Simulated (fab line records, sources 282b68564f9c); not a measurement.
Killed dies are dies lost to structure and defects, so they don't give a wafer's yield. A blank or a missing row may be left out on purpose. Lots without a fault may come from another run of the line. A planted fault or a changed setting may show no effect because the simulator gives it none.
fab line records | flow rit_cmos
record lots=14 wafers=42 last_day=7
route steps=202 shown GATE@92 PLDD@123 M1@184
lots that met no fault: from a run of the same line without faults
start_h: hours from the record's first day to the start of the lot's first wafer shown | wait_h: hours since the lot's step before | " the same as in the row above | L1.1+2: a row that stands for several wafers | - no value, or no start given | * or withheld: withheld | < > ~ a bound
route shown NAME@n: a module of which the file shows steps, and the number in the route of the first | usual: mean/standard deviation of fault-free wafers | same: alike in all rows | chamber/n: place in a boat | sites: the reading at each site | _std_site: their standard deviation | _edge_site: outer sites' mean less inner sites' | radius_mm: how far each site lies from the wafer's centre | mask NAME#n: copy n | behind: the tool/chamber that last shaped the wafer | hold: why the lot was held/for how many hours/how that ended | device: the transistor (n, p or np) that didn't switch | end of line: the same wafers' tests at the end of the route | a step without rows: its recipe alone | killed: dies lost to structure and defects at the first sort, not the wafer's yield | map: a wafer's dies, x killed, . not, _ none there
set.NAME: the setting as run; set.NAME@STEP: as run at that earlier step | model.NAME: the simulator's own value behind a step, which no gauge read
steps of the route over a sample of lots; a table a step, a row a wafer
services: from which hour (start_h, from the record's first day; less than 0 if before it) a tool's chamber was out of use, for how many hours, and why
## steps
# step RIT_GATE_CD_MEAS_16
# recipe target_cd_nm=150
# usual cd_nm=150.1/2
# columns lot.wafer tool chamber start_h wait_h cd_nm
L171.3 cd_sem-02 - 36.57 - 149.3
L171.4 " - " " 146.8
L171.5 " - " " 147.0
L172.1 cd_sem-01 - 41.52 - 150.0
L172.2 " - " " 148.4
L172.6 " - " " 151.6
L174.1 cd_sem-02 - 51.65 - 152.3
L174.3 " - " " 150.1
L174.6 " - " " 150.3
L175.1 cd_sem-01 - 59.83 - 149.7
L175.5 " - " " 149.8
L175.6 " - " " 150.1
L176.1 cd_sem-01 - 65.95 - 153.5
L176.3 " - " " 151.4
L176.5 " - " " 152.8
L177.4 cd_sem-01 - 73.24 - 152.8
L177.5 " - " " 153.3
L177.6 " - " " 149.7
L178.3 cd_sem-01 - 75.74 - 150.8
L178.5 " - " " 150.6
L178.6 " - " " 153.7
L179.1 cd_sem-01 - 86.27 - 149.0
L179.2 " - " " 148.9
L179.6 " - " " 149.3
L182.1 cd_sem-01 - 97.97 - 149.7
L182.3 " - " " 150.1
L182.5 " - " " 148.4
L184.3 cd_sem-01 - 102.70 - 148.8
L184.4 " - " " 150.1
L184.5 " - " " 148.8
L186.1 cd_sem-01 - 112.72 - 149.6
L186.5 " - " " 150.1
L186.6 " - " " 150.2
L191.1 cd_sem-01 - 136.56 - 150.0
L191.2 " - " " 148.8
L191.5 " - " " 147.0
L192.1 cd_sem-02 - 142.24 - 153.1
L192.4 " - " " 151.1
L192.6 " - " " 150.8
L194.1 cd_sem-02 - 155.15 - 147.2
L194.5 " - " " 148.6
L194.6 " - " " 144.4
# step RIT_PLDD_STRIP_09
# recipe chemistry=O2 time_s=180 resist=NOVOLAK platen_temp_c=withheld power_w=500 pressure_mtorr=4000 o2_flow_sccm=3944
# usual chamber_pressure_mTorr=4000/3.6 drypump_motor_current_A=5.8/0.38
# columns lot.wafer tool chamber start_h wait_h chamber_pressure_mTorr drypump_motor_current_A rf_hours_counter_h
L171.3 plasma_asher-03 1 43.18 0.1 4003 5.4 -
L171.4 " 0 " " 3991 6.1 -
L171.5 " 1 " " 4003 5.4 -
L172.1 plasma_asher-03 1 48.99 0.1 4004 5.4 40
L172.2 " 0 " " 3994 6.1 40
L172.6 " 1 " " 4000 5.4 -
L174.1 plasma_asher-02 1 59.66 0.1 3994 5.4 28
L174.3 " 1 " " 3999 5.4 -
L174.6 " 0 " " 4000 5.4 -
L175.1 plasma_asher-01 0 67.65 0.1 3999 6.2 41
L175.5 " 1 " " 4001 6.2 -
L175.6 " 0 " " 4002 6.2 -
L176.1 plasma_asher-01 1 74.58 0.1 4000 6.3 42
L176.3 " 1 " " 4001 6.3 -
L176.5 " 0 " " 4004 6.2 -
L177.4 plasma_asher-03 1 79.56 0.1 3996 5.4 -
L177.5 " 0 " " 3994 6.1 -
L177.6 " 1 " " 3998 5.4 -
L178.3 plasma_asher-02 1 82.94 0.1 3999 5.4 -
L178.5 " 1 " " 4003 5.4 -
L178.6 " 0 " " 3996 5.5 -
L179.1 plasma_asher-01 1 93.94 0.1 3999 6.2 44
L179.2 " 0 " " 4003 6.2 44
L179.6 " 1 " " 4004 6.2 -
L182.1 plasma_asher-03 0 104.64 0.1 3998 6.1 46
L182.3 " 1 " " 4004 5.4 -
L182.5 " 0 " " 3991 6.1 -
L184.3 plasma_asher-03 0 110.10 0.1 3998 6.1 -
L184.4 " 1 " " 4002 5.4 -
L184.5 " 0 " " 4002 6.1 -
L186.1 plasma_asher-02 0 119.24 0.1 4000 5.4 33
L186.5 " 0 " " 3995 5.4 -
L186.6 " 1 " " 3998 5.4 -
L191.1 plasma_asher-02 1 143.00 0.1 4001 5.4 36
L191.2 " 0 " " 4001 5.5 36
L191.5 " 1 " " 3997 5.4 -
L192.1 plasma_asher-02 1 149.55 0.1 3998 5.4 37
L192.4 " 1 " " 4003 5.4 -
L192.6 " 0 " " 3997 5.5 -
L194.1 plasma_asher-03 1 162.75 0.1 4002 5.4 53
L194.5 " 0 " " 3999 6.1 -
L194.6 " 1 " " 4001 5.4 -
# step RIT_M1_SPUTTER_00
# recipe material=Al target_thk_nm=400 power_w=2000 chamber_pressure_pa=0.4 gas=Ar time_s=500 substrate_temp_c=25
# usual throttle_valve_pct=30.6/1.2
# columns lot.wafer tool chamber start_h wait_h throttle_valve_pct
L171.3 pvd_sputter-02 - 52.95 0.0 28.2
L171.4 " - " " 32.5
L171.5 " - " " 31.4
L172.1 pvd_sputter-03 - 59.02 0.0 31.1
L172.2 " - " " 29.9
L172.6 " - " " 30.8
L174.1 pvd_sputter-01 - 69.47 0.0 31.3
L174.3 " - " " 29.8
L174.6 " - " " 29.6
L175.1 pvd_sputter-02 - 77.32 0.0 32.4
L175.5 " - " " 32.3
L175.6 " - " " 28.2
L176.1 pvd_sputter-01 - 84.49 0.0 31.2
L176.3 " - " " 29.8
L176.5 " - " " 31.4
L177.4 pvd_sputter-02 - 89.59 0.1 32.1
L177.5 " - " " 30.4
L177.6 " - " " 28.1
L178.3 pvd_sputter-01 - 92.64 0.0 31.3
L178.5 " - " " 30.2
L178.6 " - " " 29.8
L179.1 pvd_sputter-02 - 103.68 0.0 31.5
L179.2 " - " " 28.2
L179.6 " - " " 32.1
L182.1 pvd_sputter-02 - 114.22 0.0 30.2
L182.3 " - " " 28.2
L182.5 " - " " 32.4
L184.3 pvd_sputter-02 - 119.33 0.0 31.4
L184.4 " - " " 32.5
L184.5 " - " " 28.1
L186.1 pvd_sputter-03 - 128.80 0.0 30.0
L186.5 " - " " 29.8
L186.6 " - " " 31.0
L191.1 pvd_sputter-03 - 152.55 0.0 31.2
L191.2 " - " " 29.7
L191.5 " - " " 30.2
L192.1 pvd_sputter-01 - 159.02 0.0 30.5
L192.4 " - " " 29.7
L192.6 " - " " 30.5
L194.1 pvd_sputter-03 - 172.18 0.0 30.5
L194.5 " - " " 29.9
L194.6 " - " " 30.1
# step RIT_M1_RS_MEAS_01
# recipe thk_meas_gauge=four-point-probe reads=Al_of_M1_SPUTTER_00
# usual M1_AL_RS=0.0732/0.0011
# columns lot.wafer tool chamber start_h wait_h M1_AL_RS[ohm/sq]
L171.3 film_metro-02 - 53.29 0.2 0.0734
L171.4 " - " " 0.0735
L171.5 " - " " 0.0717
L172.1 film_metro-02 - 59.31 0.1 0.0748
L172.2 " - " " 0.0742
L172.6 " - " " 0.0746
L174.1 film_metro-01 - 69.76 0.1 0.0726
L174.3 " - " " 0.0738
L174.6 " - " " 0.0739
L175.1 film_metro-01 - 77.61 0.1 0.0736
L175.5 " - " " 0.0736
L175.6 " - " " 0.0735
L176.1 film_metro-01 - 84.78 0.1 0.0704
L176.3 " - " " 0.0712
L176.5 " - " " 0.0715
L177.4 film_metro-03 - 89.80 0.1 0.0738
L177.5 " - " " 0.0730
L177.6 " - " " 0.0727
L178.3 film_metro-03 - 92.98 0.2 0.0716
L178.5 " - " " 0.0725
L178.6 " - " " 0.0713
L179.1 film_metro-03 - 103.97 0.1 0.0723
L179.2 " - " " 0.0731
L179.6 " - " " 0.0747
L182.1 film_metro-01 - 114.52 0.1 0.0825
L182.3 " - " " 0.0819
L182.5 " - " " 0.0830
L184.3 film_metro-01 - 119.67 0.2 0.0795
L184.4 " - " " 0.0828
L184.5 " - " " 0.0816
L186.1 film_metro-02 - 129.10 0.1 0.0736
L186.5 " - " " 0.0737
L186.6 " - " " 0.0734
L191.1 film_metro-01 - 152.84 0.1 0.0740
L191.2 " - " " 0.0738
L191.5 " - " " 0.0727
L192.1 film_metro-01 - 159.32 0.1 0.0725
L192.4 " - " " 0.0714
L192.6 " - " " 0.0722
L194.1 film_metro-01 - 172.48 0.1 0.0739
L194.5 " - " " 0.0743
L194.6 " - " " 0.0733
# step RIT_M1_THK_MEAS_02
# recipe thk_meas_gauge=xrf reads=Al_of_M1_SPUTTER_00
# usual M1_AL_THK=408/6.2
# columns lot.wafer tool chamber start_h wait_h M1_AL_THK[nm]
L171.3 film_metro-02 - 53.39 0.1 410
L171.4 " - " " 408
L171.5 " - " " 417
L172.1 film_metro-02 - 59.43 0.1 402
L172.2 " - " " 402
L172.6 " - " " 400
L174.1 film_metro-01 - 69.88 0.1 411
L174.3 " - " " 409
L174.6 " - " " 403
L175.1 film_metro-01 - 77.73 0.1 404
L175.5 " - " " 403
L175.6 " - " " 405
L176.1 film_metro-01 - 84.90 0.1 423
L176.3 " - " " 418
L176.5 " - " " 413
L177.4 film_metro-03 - 89.89 0.1 404
L177.5 " - " " 408
L177.6 " - " " 409
L178.3 film_metro-03 - 93.08 0.1 415
L178.5 " - " " 410
L178.6 " - " " 420
L179.1 film_metro-03 - 104.09 0.1 409
L179.2 " - " " 405
L179.6 " - " " 397
L182.1 film_metro-01 - 114.64 0.1 366
L182.3 " - " " 364
L182.5 " - " " 363
L184.3 film_metro-01 - 119.77 0.1 377
L184.4 " - " " 365
L184.5 " - " " 370
L186.1 film_metro-02 - 129.22 0.1 403
L186.5 " - " " 405
L186.6 " - " " 407
L191.1 film_metro-01 - 152.96 0.1 404
L191.2 " - " " 406
L191.5 " - " " 415
L192.1 film_metro-01 - 159.44 0.1 414
L192.4 " - " " 419
L192.6 " - " " 415
L194.1 film_metro-01 - 172.60 0.1 403
L194.5 " - " " 401
L194.6 " - " " 405
# step RIT_M1_CD_MEAS_09
# recipe target_cd_nm=2600
# usual cd_nm=2600.2/2.2
# columns lot.wafer tool chamber start_h wait_h cd_nm
L171.3 cd_sem-01 - 54.47 - 2600.2
L171.4 " - " " 2601.0
L171.5 " - " " 2600.2
L172.1 cd_sem-02 - 60.37 - 2599.1
L172.2 " - " " 2598.3
L172.6 " - " " 2596.9
L174.1 cd_sem-01 - 70.95 - 2598.4
L174.3 " - " " 2600.4
L174.6 " - " " 2597.4
L175.1 cd_sem-01 - 78.80 - 2602.7
L175.5 " - " " 2603.2
L175.6 " - " " 2604.7
L176.1 cd_sem-01 - 85.97 - 2604.4
L176.3 " - " " 2601.8
L176.5 " - " " 2604.6
L177.4 cd_sem-01 - 91.11 - 2601.9
L177.5 " - " " 2599.7
L177.6 " - " " 2601.0
L178.3 cd_sem-01 - 94.16 - 2598.8
L178.5 " - " " 2601.2
L178.6 " - " " 2601.4
L179.1 cd_sem-01 - 105.26 - 2599.0
L179.2 " - " " 2598.4
L179.6 " - " " 2599.8
L182.1 cd_sem-01 - 115.71 - 2599.7
L182.3 " - " " 2598.3
L182.5 " - " " 2600.1
L184.3 cd_sem-01 - 121.09 - 2599.2
L184.4 " - " " 2599.3
L184.5 " - " " 2596.7
L186.1 cd_sem-01 - 130.26 - 2599.7
L186.5 " - " " 2602.7
L186.6 " - " " 2601.8
L191.1 cd_sem-02 - 153.90 - 2603.1
L191.2 " - " " 2603.0
L191.5 " - " " 2604.3
L192.1 cd_sem-02 - 160.51 - 2599.5
L192.4 " - " " 2600.6
L192.6 " - " " 2600.3
L194.1 cd_sem-01 - 173.66 - 2602.6
L194.5 " - " " 2600.8
L194.6 " - " " 2602.9
# step RIT_M1_METAL_ETCH_12
# recipe stop_on=SiO2 chemistry=Cl2/BCl3 target=Al time_s=165 over_etch_frac=0.5 pressure_mtorr=100 target_depth_a=6000 rf_w=250 Cl2_flow_sccm=60 bcl3_flow_sccm=50
# usual chamber_pressure_mTorr=99.99/0.091 drypump_motor_current_A=5.9/0.36 oes_product_au=0.767/0.014 throttle_valve_pct=8.29/0.073
# columns lot.wafer tool chamber start_h wait_h chamber_pressure_mTorr drypump_motor_current_A oes_product_au rf_hours_counter_h throttle_valve_pct
L171.3 rie_metal-03 1 54.89 0.2 99.95 6.0 0.754 - 8.30
L171.4 " 0 " " 99.98 6.2 0.776 - 8.35
L171.5 " 0 " " 100.00 6.2 0.795 - 8.38
L172.1 rie_metal-04 0 60.78 0.2 99.94 6.1 0.759 0.7 8.24
L172.2 " 1 " " 100.07 5.5 0.755 0.4 8.31
L172.6 " 1 " " 99.95 5.5 0.749 - 8.30
L174.1 rie_metal-03 0 71.35 0.2 100.13 6.2 0.783 4.5 8.35
L174.3 " 1 " " 99.87 6.0 0.737 - 8.29
L174.6 " 1 " " 99.89 6.0 0.754 - 8.29
L175.1 rie_metal-04 1 79.20 0.2 100.09 5.5 0.761 0.6 8.29
L175.5 " 1 " " 99.95 5.5 0.760 - 8.31
L175.6 " 0 " " 100.19 6.1 0.767 - 8.25
L176.1 rie_metal-02 1 86.38 0.2 100.06 6.2 0.772 2.5 8.16
L176.3 " 1 " " 99.95 6.2 0.762 - 8.15
L176.5 " 1 " " 100.04 6.2 0.766 - 8.17
L177.4 rie_metal-03 1 91.51 0.1 99.90 6.0 0.747 - 8.29
L177.5 " 1 " " 100.05 6.0 0.756 - 8.30
L177.6 " 0 " " 99.84 6.2 0.789 - 8.37
L178.3 rie_metal-04 0 94.58 0.2 99.96 6.1 0.775 - 8.25
L178.5 " 1 " " 99.98 5.5 0.763 - 8.31
L178.6 " 0 " " 100.07 6.1 0.775 - 8.22
L179.1 rie_metal-02 1 105.67 0.2 100.06 6.2 0.762 2.7 8.16
L179.2 " 0 " " 100.16 5.3 0.783 2.7 8.37
L179.6 " 0 " " 99.99 5.3 0.773 - 8.38
L182.1 rie_metal-02 0 116.11 0.2 99.97 5.3 0.734 2.9 8.39
L182.3 " 1 " " 99.86 6.2 0.696 - 8.17
L182.5 " 0 " " 100.16 5.3 0.726 - 8.38
L184.3 rie_metal-04 1 121.51 0.2 99.98 5.5 0.730 - 8.32
L184.4 " 0 " " 100.08 6.1 0.722 - 8.26
L184.5 " 0 " " 100.08 6.2 0.726 - 8.26
L186.1 rie_metal-03 1 130.67 0.2 100.10 6.0 0.756 5.2 8.28
L186.5 " 1 " " 100.01 6.0 0.754 - 8.29
L186.6 " 0 " " 99.93 6.2 0.782 - 8.37
L191.1 rie_metal-02 1 154.31 0.2 99.98 6.2 0.746 3.4 8.17
L191.2 " 0 " " 100.04 5.3 0.766 3.4 8.38
L191.5 " 1 " " 99.95 6.2 0.752 - 8.18
L192.1 rie_metal-03 1 160.91 0.2 100.11 5.9 0.763 5.6 8.29
L192.4 " 1 " " 100.03 6.0 0.755 - 8.29
L192.6 " 1 " " 100.01 5.9 0.759 - 8.31
L194.1 rie_metal-02 1 174.09 0.2 99.95 6.2 0.748 3.6 8.17
L194.5 " 0 " " 99.95 5.3 0.772 - 8.38
L194.6 " 1 " " 99.96 6.2 0.756 - 8.15
# step RIT_M1_PROBE_99
# usual killed_at_contacts=0.0/0.22 killed_at_front_end=6.9/2.9 killed_dies=7.0/2.9 killed_open=3.5/2 killed_short=3.5/2
# same gross_dies=264 killed_at_M0_to_M3=0 killed_at_M4_up=0 killed_at_back_side=0 killed_at_other=0
# columns lot.wafer tool chamber start_h wait_h killed_at_contacts killed_at_front_end killed_dies killed_open killed_short
L179.1 prober-02 - 107.92 0.1 0 13 13 9 4
L179.2 prober-02 - 107.97 0.1 0 7 7 3 4
L179.6 prober-02 - 108.17 0.2 0 5 5 1 4
L182.1 prober-02 - 118.36 0.1 0 4 4 3 1
L182.3 prober-02 - 118.46 0.2 0 8 8 6 2
L182.5 prober-02 - 118.56 0.2 0 6 6 3 3
L194.1 prober-01 - 176.34 0.1 0 10 10 1 9
L194.5 prober-01 - 176.54 0.2 0 13 13 3 10
L194.6 prober-01 - 176.59 0.2 0 10 10 4 6
# killed by level:class
L179.1 REOX:geometric_particle:open=3 FOX2:geometric_particle:open=2 GATE:geometric_particle:open=2 FOX1:geometric_particle:short=1 FOX1:geometric_particle:open=1 GATE:geometric_particle:short=1 REOX:geometric_particle:short=1 SPACER:geometric_particle:open=1
L179.2 FOX1:geometric_particle:short=2 GATE:geometric_particle:short=2 FOX1:geometric_particle:open=1 FOX2:geometric_particle:open=1 GATE:geometric_particle:open=1
L179.6 REOX:geometric_particle:short=2 FOX1:geometric_particle:open=1 FOX2:geometric_particle:short=1 GATE:geometric_particle:short=1
L182.1 GATE:geometric_particle:open=2 GATE:geometric_particle:short=1 SPACER:geometric_particle:open=1
L182.3 GATE:geometric_particle:open=3 SILICIDE:geometric_particle:open=2 GATE:geometric_particle:short=1 SPACER:geometric_particle:short=1 SPACER:geometric_particle:open=1
L182.5 FOX1:geometric_particle:open=1 FOX1:geometric_particle:short=1 GATE:geometric_particle:open=1 GATE:geometric_particle:short=1 REOX:geometric_particle:open=1 SPACER:geometric_particle:short=1
L194.1 GATE:geometric_particle:short=5 SILICIDE:geometric_particle:short=2 FOX1:geometric_particle:short=1 FOX2:geometric_particle:short=1 GATE:geometric_particle:open=1
L194.5 FOX1:geometric_particle:short=4 REOX:geometric_particle:short=2 SILICIDE:geometric_particle:short=2 FOX1:geometric_particle:open=1 GATE:geometric_particle:short=1 SPACER:geometric_particle:open=1 SPACER:geometric_particle:short=1 SILICIDE:geometric_particle:open=1
L194.6 SILICIDE:geometric_particle:short=3 GATE:geometric_particle:short=2 FOX1:geometric_particle:short=1 FOX1:geometric_particle:open=1 GATE:geometric_particle:open=1 SPACER:geometric_particle:open=1 SILICIDE:geometric_particle:open=1
## services
# columns tool chamber start_h hours kind
pvd_sputter-03 - 34.38 0.7 repair
rie_metal-04 1 38.57 8.3 repair
pvd_sputter-03 - 51.45 4.5 repair
pvd_sputter-03 - 62.24 0.7 repair
plasma_asher-02 - 67.41 14.6 pm
plasma_asher-01 - 89.01 4.5 repair
pvd_sputter-03 - 97.53 30.8 repair
pvd_sputter-03 - 103.34 1.7 repair
plasma_asher-01 - 108.92 9.0 pm
plasma_asher-01 0 108.92 9.0 vent_cycle
plasma_asher-01 1 108.92 9.0 vent_cycle
plasma_asher-01 0 117.92 - clean
plasma_asher-01 1 117.92 - clean
plasma_asher-01 - 121.35 15.5 repair
plasma_asher-03 - 162.96 2.8 pm
plasma_asher-02 - 165.29 4.3 pm
plasma_asher-01 - 167.20 1.8 repair
## key
first_sign step=RIT_M1_RS_MEAS_01 reading=M1_AL_RS direction=up sigmas=8.1 usual=0.0732 struck=0.0819
effect step=RIT_M1_THK_MEAS_02 reading=M1_AL_THK direction=down sigmas=6.6 usual=408 struck=367
effect step=RIT_M1_METAL_ETCH_12 reading=oes_product_au direction=down sigmas=3.2 usual=0.767 struck=0.722
met_at RIT_M1_SPUTTER_00
struck_lots L182,L184
tester_left_out L182,L184
not_acting_at RIT_GATE_CD_MEAS_16,RIT_PLDD_STRIP_09,RIT_M1_CD_MEAS_09
onset_between 103.68 114.22
earlier_fault kind=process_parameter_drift tool=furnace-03 chamber=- onset_h=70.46 steps=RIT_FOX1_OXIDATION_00 channel=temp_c offset=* shape=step end_h=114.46 acts_in=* stated=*
fault kind=process_parameter_drift tool=pvd_sputter-02 chamber=- onset_h=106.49 steps=RIT_M1_SPUTTER_00 channel=target_thk_nm offset=-40 shape=step stated=400
# tester_left_out: of these lots the tester's yield and bins aren't shown, on N5 and GAA mostly nor the transistor test; their killed dies are dies lost to structure and defects alone, not to doping, threshold or leakage, so they don't give the yield
